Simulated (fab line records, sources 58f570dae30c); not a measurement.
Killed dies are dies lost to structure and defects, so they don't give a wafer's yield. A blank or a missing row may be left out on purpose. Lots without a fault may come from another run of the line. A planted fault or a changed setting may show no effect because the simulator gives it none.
Which tool did it? | flow berkeley_cmos170 | 14 lots, 42 wafers sampled, at 5 steps of a route of 331

WHAT THE GAUGES READ, wafer by wafer
UCB170_M1_CD_MEAS_09: target cd 700 nm. Usual: cd_nm 700.1 nm, standard deviation 1.3.
lot  | measured     | on        | cd_nm (nm)        | flag
L544 | day 9 04:10  | cd_sem-01 | 700.3 701.7 700.5 |
L545 | day 9 10:54  | cd_sem-01 | 699.5 698.5 699.9 |
L546 | day 9 11:46  | cd_sem-02 | 698.8 699.2 698.7 |
L547 | day 10 04:33 | cd_sem-01 | 698.4 698.2 699.2 |
L549 | day 11 01:07 | cd_sem-02 | 700.6 699.6 700.8 |
L551 | day 11 01:23 | cd_sem-02 | 700.3 700.1 699.5 |
L553 | day 11 16:05 | cd_sem-01 | 697.6 697.9 697.2 |
L559 | day 12 02:38 | cd_sem-01 | 699.5 699.9 699.5 |
L556 | day 12 06:16 | cd_sem-01 | 698.2 698.1 696.9 |
L561 | day 12 11:42 | cd_sem-01 | 699.9 699.9 700.1 |
L560 | day 12 13:32 | cd_sem-02 | 700.7 702.1 700.8 |
L564 | day 12 17:26 | cd_sem-02 | 699.8 699.8 700.2 |
L565 | day 13 12:30 | cd_sem-01 | 700.9 701.9 701.8 |
L566 | day 13 17:49 | cd_sem-02 | 700.9 700.5 700.5 |

UCB170_V1_THK_MEAS_04. Usual: V1_POLISHED_THK 999.6 nm, standard deviation 1.4.
lot  | measured     | on            | V1_POLISHED_THK (nm) | flag
L544 | day 9 06:41  | film_metro-03 | 998.9 1001.5 1000.8  |
L545 | day 9 13:30  | film_metro-02 | 1002.1 999.6 1001.2  |
L546 | day 9 14:46  | film_metro-03 | 998.0 998.8 999.6    |
L547 | day 10 07:04 | film_metro-01 | 1002.1 997.4 999.0   |
L549 | day 11 03:37 | film_metro-02 | 1001.3 1001.7 1002.1 |
L551 | day 11 04:57 | film_metro-01 | 996.7 1000.2 997.8   |
L553 | day 11 19:40 | film_metro-02 | 999.9 999.5 999.7    |
L559 | day 12 05:14 | film_metro-01 | 999.1 1001.5 1000.8  |
L556 | day 12 09:28 | film_metro-03 | 998.9 997.7 1000.6   |
L561 | day 12 14:12 | film_metro-02 | 998.6 1000.1 998.2   |
L560 | day 12 17:15 | film_metro-01 | 1000.0 1001.0 1000.7 |
L564 | day 12 21:11 | film_metro-02 | 1000.2 998.7 999.1   |
L565 | day 13 15:01 | film_metro-01 | 1000.5 1000.6 1000.2 |
L566 | day 13 20:20 | film_metro-02 | 997.0 998.8 999.7    |

WHICH TOOL RAN EACH LOT (tool, then ch and the chambers of the sampled wafers, then the start)
lot  | UCB170_CONTACT_STRIP_06              | UCB170_M1_METAL_ETCH_12           | UCB170_M1_STRIP_13
L544 | plasma_asher-02 ch 0,1, day 8 23:39  | rie_metal-03 ch 0,1, day 9 04:22  | plasma_asher-02 ch 0, day 9 04:29
L545 | plasma_asher-02 ch 0,1, day 9 07:54  | rie_metal-03 ch 0,1, day 9 11:06  | plasma_asher-03 ch 0,1, day 9 11:14
L546 | plasma_asher-02 ch 0,1, day 9 08:37  | rie_metal-01 ch 0,1, day 9 11:58  | plasma_asher-02 ch 0,1, day 9 12:05
L547 | plasma_asher-01 ch 0,1, day 9 22:17  | rie_metal-03 ch 0,1, day 10 04:43 | plasma_asher-03 ch 0,1, day 10 04:52
L549 | plasma_asher-01 ch 0,1, day 10 18:00 | rie_metal-04 ch 0,1, day 11 01:19 | plasma_asher-02 ch 0,1, day 11 01:27
L551 | plasma_asher-02 ch 0,1, day 10 19:47 | rie_metal-01 ch 0,1, day 11 01:35 | plasma_asher-02 ch 0,1, day 11 01:43
L553 | plasma_asher-03 ch 0,1, day 11 09:44 | rie_metal-03 ch 0,1, day 11 16:17 | plasma_asher-02 ch 0,1, day 11 16:25
L559 | plasma_asher-02 ch 1, day 11 20:38   | rie_metal-01 ch 0,1, day 12 02:49 | plasma_asher-02 ch 0,1, day 12 02:57
L556 | plasma_asher-03 ch 0,1, day 12 01:10 | rie_metal-03 ch 1, day 12 06:26   | plasma_asher-03 ch 0,1, day 12 06:34
L561 | plasma_asher-01 ch 0,1, day 12 07:31 | rie_metal-04 ch 0,1, day 12 11:54 | plasma_asher-02 ch 0,1, day 12 12:01
L560 | plasma_asher-02 ch 0,1, day 12 08:30 | rie_metal-04 ch 0,1, day 12 13:43 | plasma_asher-04 ch 0,1, day 12 13:51
L564 | plasma_asher-03 ch 0,1, day 12 11:18 | rie_metal-04 ch 0,1, day 12 17:37 | plasma_asher-03 ch 0,1, day 12 17:45
L565 | plasma_asher-02 ch 0,1, day 13 07:21 | rie_metal-04 ch 0,1, day 13 12:42 | plasma_asher-02 ch 0,1, day 13 12:50
L566 | plasma_asher-01 ch 0,1, day 13 14:10 | rie_metal-01 ch 0,1, day 13 18:01 | plasma_asher-04 ch 0,1, day 13 18:09
- UCB170_CONTACT_STRIP_06: strips in O2.
- UCB170_M1_METAL_ETCH_12: etches Al in Cl2/BCl3, stops on PSG, target depth 780 nm, time 130 s.
- UCB170_M1_STRIP_13: strips in O2.

WHAT THE TOOLS THEMSELVES READ (means of the sampled wafers that have a number; where no wafer has one, the mark that the record gives instead)
UCB170_CONTACT_STRIP_06. Usual: drypump_motor_current_A 6.1 A, standard deviation 0.55; o2_flow_sccm 399.9 sccm, standard deviation 1.2; oes_product_au 0.734 a.u., standard deviation 0.0046; strip_time_to_endpoint_s 21.98 s, standard deviation 0.061.
lot  | tool            | drypump_motor_current_A (A) | o2_flow_sccm (sccm) | oes_product_au (a.u.) | strip_time_to_endpoint_s (s) | flag
L544 | plasma_asher-02 | 6.2                         | 399.5               | 0.735                 | 21.96                        |
L545 | plasma_asher-02 | 6.1                         | 400.3               | 0.732                 | 22.00                        |
L546 | plasma_asher-02 | 6.1                         | 399.0               | 0.733                 | 21.93                        |
L547 | plasma_asher-01 | 6.2                         | 399.5               | 0.734                 | 21.98                        |
L549 | plasma_asher-01 | 6.1                         | 400.3               | 0.736                 | 21.92                        |
L551 | plasma_asher-02 | 6.1                         | 399.7               | 0.735                 | 21.99                        |
L553 | plasma_asher-03 | 6.6                         | 400.4               | 0.735                 | 22.00                        |
L559 | plasma_asher-02 | 5.3                         | 400.2               | 0.731                 | 22.06                        |
L556 | plasma_asher-03 | 6.6                         | 399.6               | 0.733                 | 21.94                        |
L561 | plasma_asher-01 | 6.2                         | 399.5               | 0.732                 | 21.99                        |
L560 | plasma_asher-02 | 5.7                         | 400.1               | 0.733                 | 21.91                        |
L564 | plasma_asher-03 | 6.3                         | 399.8               | 0.733                 | 21.95                        |
L565 | plasma_asher-02 | 6.2                         | 401.6               | 0.739                 | 21.94                        |
L566 | plasma_asher-01 | 6.1                         | 398.4               | 0.736                 | 21.95                        |

UCB170_M1_METAL_ETCH_12. Usual: drypump_motor_current_A 5.2 A, standard deviation 0.37; he_backside_leak_sccm 3.40 sccm, standard deviation 0.19; oes_product_au 0.852 a.u., standard deviation 0.012; throttle_valve_pct 24.4 %, standard deviation 0.36.
lot  | tool         | drypump_motor_current_A (A) | he_backside_leak_sccm (sccm) | oes_product_au (a.u.) | throttle_valve_pct (%) | flag
L544 | rie_metal-03 | 5.5                         | 3.54                         | 0.841                 | 24.1                   |
L545 | rie_metal-03 | 5.5                         | 3.42                         | 0.852                 | 24.1                   |
L546 | rie_metal-01 | 5.0                         | 3.42                         | 0.839                 | 24.4                   |
L547 | rie_metal-03 | 5.2                         | 3.30                         | 0.847                 | 24.3                   |
L549 | rie_metal-04 | 5.5                         | 3.35                         | 0.869                 | 24.3                   |
L551 | rie_metal-01 | 4.9                         | 3.41                         | 0.849                 | 24.4                   |
L553 | rie_metal-03 | 5.2                         | 3.43                         | 0.810                 | 24.3                   | OFF
L559 | rie_metal-01 | 5.0                         | 3.52                         | 0.846                 | 24.4                   |
L556 | rie_metal-03 | 4.9                         | 3.16                         | 0.789                 | 24.4                   | OFF
L561 | rie_metal-04 | 5.4                         | 3.41                         | 0.857                 | 24.6                   |
L560 | rie_metal-04 | 5.5                         | 3.22                         | 0.862                 | 24.3                   |
L564 | rie_metal-04 | 5.4                         | 3.40                         | 0.874                 | 24.6                   |
L565 | rie_metal-04 | 5.4                         | 3.38                         | 0.865                 | 24.6                   |
L566 | rie_metal-01 | 4.9                         | 3.44                         | 0.848                 | 24.5                   |

UCB170_M1_STRIP_13. Usual: drypump_motor_current_A 6.1 A, standard deviation 0.62; o2_flow_sccm 399.8 sccm, standard deviation 1; oes_product_au 0.720 a.u., standard deviation 0.0044.
lot  | tool            | drypump_motor_current_A (A) | o2_flow_sccm (sccm) | oes_product_au (a.u.) | flag
L544 | plasma_asher-02 | 6.6                         | 398.2               | 0.719                 |
L545 | plasma_asher-03 | 6.5                         | 400.4               | 0.723                 |
L546 | plasma_asher-02 | 5.7                         | 399.5               | 0.722                 |
L547 | plasma_asher-03 | 6.3                         | 399.3               | 0.720                 |
L549 | plasma_asher-02 | 5.7                         | 399.6               | 0.717                 |
L551 | plasma_asher-02 | 5.7                         | 399.4               | 0.717                 |
L553 | plasma_asher-02 | 6.1                         | 400.1               | 0.701                 | OFF
L559 | plasma_asher-02 | 6.1                         | 399.8               | 0.721                 |
L556 | plasma_asher-03 | 6.5                         | 400.4               | 0.693                 | OFF
L561 | plasma_asher-02 | 6.2                         | 400.1               | 0.718                 |
L560 | plasma_asher-04 | 6.2                         | 400.7               | 0.722                 |
L564 | plasma_asher-03 | 6.6                         | 399.3               | 0.723                 |
L565 | plasma_asher-02 | 6.1                         | 399.8               | 0.721                 |
L566 | plasma_asher-04 | 6.2                         | 399.9               | 0.716                 |

THE ANSWER, worked out from the rows above alone
Rule: a lot is off if the mean of its wafers that have a number lies more than 3 standard deviations from the usual mean. A lot without any number at a reading at which 4 lots or more have one is off too. The other lots that the step has rows for count as sound. The gauges are gone through in route order, then the tools' own readings, and for those a lot's mean is taken as printed above. The first step at which some lot is off is used, and at that step the reading that is off furthest; a lot without a number counts as furthest.
Off: L553, L556, at UCB170_M1_METAL_ETCH_12 (oes_product_au).
A tool fits if, at that step or a process step before it, it ran every lot that is off, and no sound lot after the first of them. One fits: rie_metal-03 at UCB170_M1_METAL_ETCH_12. Its last sound lot is L547 (day 10 04:43), its first lot that is off L553 (day 11 16:17): a fault that began between those two fits.
The tool's own readings at UCB170_M1_METAL_ETCH_12 bear it out: on the lots that are off they differ by more than 5 times the standard deviation of the sound lots' means. oes_product_au reads 0.800 a.u. there against 0.854 a.u. on the sound lots.

WHAT THE SIMULATOR HAD PUT IN
Process parameter drift: rie_metal-03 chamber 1, from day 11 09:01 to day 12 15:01, at UCB170_M1_METAL_ETCH_12. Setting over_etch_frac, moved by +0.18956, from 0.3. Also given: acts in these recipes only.
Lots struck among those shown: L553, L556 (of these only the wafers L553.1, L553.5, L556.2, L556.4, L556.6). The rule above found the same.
